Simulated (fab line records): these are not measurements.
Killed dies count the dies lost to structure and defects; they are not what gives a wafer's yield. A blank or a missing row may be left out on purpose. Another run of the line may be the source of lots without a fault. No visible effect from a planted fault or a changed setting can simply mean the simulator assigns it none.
Comparing a struck lot with a sound one || flow berkeleyCmos170 || 15 steps out of a route of 331
Sound: wafers L358.1, L358.4, L358.6. Wafers struck: L360.3, L360.5, L360.6. At the end, the cause is stated.
At each step with rows: each side's tool, then ch and its chambers, then its first start. Under that, the readings that differ: sound wafers || struck wafers || difference of the means || sigmas: that difference in standard deviations of wafers without a fault.
alike: readings with means less than 2 such deviations apart, plus words and numbers identical on both sides. not compared: withheld readings, readings lacking a value on some wafer, bounds such as >300 that could conceal the same value, and numbers that have no deviation in the record and whose values overlap.
Wherever a step has rows on one side only, a row that says differs or no value, or a row with sigmas, the two part there. Numbers that have no deviation but don't overlap get no sigmas and don't part them. Lack of a reading on every wafer of one side parts them only where that side has two or more wafers.

first, 3 steps without rows for these wafers: UCB170_M1_EXPOSE_06 (exposes mask METAL1, target cd 700 nm); UCB170_M1_PEB_07; UCB170_M1_DEVELOP_08 (develop time 45 s).
UCB170_M1_CD_MEAS_09: target cd 700 nm.
  sound on cdSem-01, day 8 22:45; struck on cdSem-02, day 9 06:47
  alike: cdNm
UCB170_M1_OVL_MEAS_10:
  sound on overlay-02, day 8 22:52; struck on overlay-02, day 9 06:52
{"reading": "M1_OVL (nm)", "sound": "-7 -9 -4", "struck": "9 8 4", "difference": "+14", "sigmas": "+2"}
UCB170_M1_ETCH_11: etches BARC in N2/H2.
  sound on rieDiel-01 ch 0,3, day 8 22:55; struck on rieDiel-02 ch 0,1,3, day 9 06:53
  alike: drypumpMotorCurrentA, oesProductAu, throttleValvePct
UCB170_M1_METAL_ETCH_12: etches Al in Cl2/BCl3, stops on PSG, target depth 780 nm, time 130 s.
  sound on rieMetal-03 ch 0,1, day 8 22:57; struck on rieMetal-03 ch 0,1, day 9 06:59
  alike: drypumpMotorCurrentA, oesProductAu, throttleValvePct
  not compared: rfHoursCounterH
UCB170_M1_STRIP_13: strips in O2.
  sound on plasmaAsher-04 ch 0,1, day 8 23:05; struck on plasmaAsher-01 ch 0,1, day 9 07:06
  alike: drypumpMotorCurrentA, oesProductAu
  not compared: rfHoursCounterH
UCB170_M1_CD_MEAS_90: target cd 700 nm.
  sound on cdSem-01, day 8 23:11; struck on cdSem-02, day 9 07:13
  alike: cdNm
then, 1 step without rows for these wafers: UCB170_M1_ANNEAL_14 (time 1200 s).
UCB170_V1_CVD_00: deposits SiO2 from TEOS/O2, target thk 2000 nm, time 250 s.
  sound on pecvd-01 ch 0,1,2, day 9 02:35; struck on pecvd-03 ch 1,2, day 9 09:58
  alike: heaterPowerW, susceptorTempC
UCB170_V1_THK_MEAS_01:
  sound on filmMetro-01, day 9 02:45; struck on filmMetro-01, day 9 10:09
  alike: V1_TEOS_THK
UCB170_V1_CMP_02: polishes SiO2.
  sound on cmp-02 ch 0,1, day 9 02:49; struck on cmp-02 ch 0,3, day 9 10:29
{"reading": "platenRpm (rpm)", "sound": "59.95 59.90 59.99", "struck": "53.98 53.96 54.02", "difference": -5.96, "sigmas": "-99 or more"}
  alike: motorCurrentA
UCB170_V1_BOW_MEAS_03:
  sound on filmMetro-01, day 9 03:07; struck on filmMetro-04, day 9 10:50
  alike: V1_BOW
UCB170_M3_PROBE_99:
  record: rows for the struck wafers here (prober-02, day 9 22:15), none for the sound ones

== WHERE THEY PART ==
At UCB170_M1_OVL_MEAS_10 first; at UCB170_M3_PROBE_99 last (within this record only).

WHY: the cause the simulator had injected
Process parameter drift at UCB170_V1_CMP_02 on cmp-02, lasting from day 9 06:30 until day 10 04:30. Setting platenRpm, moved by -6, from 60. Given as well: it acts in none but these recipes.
